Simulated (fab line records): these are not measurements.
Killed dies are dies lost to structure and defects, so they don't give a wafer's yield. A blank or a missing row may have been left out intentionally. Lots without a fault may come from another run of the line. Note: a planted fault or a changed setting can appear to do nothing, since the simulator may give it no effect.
A struck lot beside a sound one ; flow berkeley_cmos170 ; 16 steps out of a route of 331
Sound: wafers L998.1, L998.4, L998.5. Struck: wafer L106.3 (left out: L106.1, L106.6 of the same lot, which were not struck); the cause appears at the end.
At each step with rows: each side's tool, then ch and its chambers, then its first start. Under that, the readings that differ: sound wafers ; struck wafers ; difference of the means ; sigmas: that difference in standard deviations of wafers without a fault.
alike: words and numbers the same on both sides, and readings whose means are apart by under 2 such deviations; not compared: readings that were withheld, readings missing a value for some wafer, numbers with overlapping values and no deviation given by the record, and bounds like >300 which may hide the same value.
The two part at a step that has a row with sigmas, a row that says differs or no value, or rows on one side only. When numbers do not overlap yet have no deviation, they are printed without sigmas and do not part them. A reading that every wafer of one side lacks parts them only if that side has two wafers or more.

UCB170_M1_SPUTTER_00: material Al, target thk 600 nm, time 80 s.
  sound on pvd_sputter-03 at day 7 00:16; struck on pvd_sputter-03 at day 8 20:44
  alike: throttle_valve_pct
UCB170_M1_RS_MEAS_01: a four-point-probe measurement.
  sound on film_metro-04 at day 7 00:20; struck on film_metro-03 at day 8 20:47
  alike: M1_AL_RS
UCB170_M1_THK_MEAS_02: measures by xrf.
  sound on film_metro-04 at day 7 00:27; struck on film_metro-03 at day 8 20:55
  alike: M1_AL_THK
then, 6 steps without rows for these wafers: UCB170_M1_COAT_03; UCB170_M1_COAT_04 (resist thk 900 nm); UCB170_M1_SOFTBAKE_05 (time 60 s); UCB170_M1_EXPOSE_06 (exposes mask METAL1, target cd 700 nm); UCB170_M1_PEB_07; UCB170_M1_DEVELOP_08 (develop time 45 s).
UCB170_M1_CD_MEAS_09: the cd target is 700 nm.
  sound on cd_sem-01 at day 7 01:21; struck on cd_sem-01 at day 8 22:10
  alike: cd_nm
UCB170_M1_OVL_MEAS_10:
  sound on overlay-01 at day 7 01:28; struck on overlay-01 at day 8 22:17
  alike: M1_OVL
UCB170_M1_ETCH_11: etches BARC in N2/H2.
  sound on rie_diel-04 ch 1,2,3, day 7 01:31; struck on rie_diel-03 ch 1, day 8 22:19
  alike: drypump_motor_current_A, h2_flow_sccm, oes_product_au, rf_fwd_power_W, throttle_valve_pct
UCB170_M1_METAL_ETCH_12: etches Al in Cl2/BCl3, stops on PSG, target depth 780 nm, time 130 s.
  sound on rie_metal-01 ch 0,1, day 7 01:33; struck on rie_metal-02 ch 1, day 8 22:22
reading;sound;struck;difference;sigmas
oes_product_au (a.u.);0.829 0.837 0.839;0.770;-0.065;-6
rf_fwd_power_W (W);597.9 596.3 596.5;354.3;-242.6;-99 or more
model.KrF_of_M1_COAT_04.thk_nm (nm);446.2 443.8 428;612.4;+173.1;
model.M1.feature_depth_nm (nm);631 628.8 633;489.2;-141.7;
model.etch.depth_nm (nm);594.1 591.8 594.6;489.2;-104.3;
  alike: drypump_motor_current_A, throttle_valve_pct
  not compared: rf_hours_counter_h
UCB170_M1_STRIP_13: strips in O2.
  sound on plasma_asher-02 ch 0,1, day 7 01:41; struck on plasma_asher-02 ch 0, day 8 22:30
  alike: drypump_motor_current_A, oes_product_au
  not compared: rf_hours_counter_h
UCB170_M1_CD_MEAS_90: the cd target is 700 nm.
  sound on cd_sem-02 at day 7 01:47; struck on cd_sem-02 at day 8 22:36
reading;sound;struck;difference;sigmas
cd_nm (nm);698 696 705;715;+15;+5
then, 1 step without rows for these wafers: UCB170_M1_ANNEAL_14 (time 1200 s).

== WHERE THEY PART ==
Last at UCB170_M1_CD_MEAS_90 as far as this record goes, first at UCB170_M1_METAL_ETCH_12.

WHY: whatever the simulator had introduced
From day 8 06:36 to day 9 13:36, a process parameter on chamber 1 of rie_metal-02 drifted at UCB170_M1_METAL_ETCH_12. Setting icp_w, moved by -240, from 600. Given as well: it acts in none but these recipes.
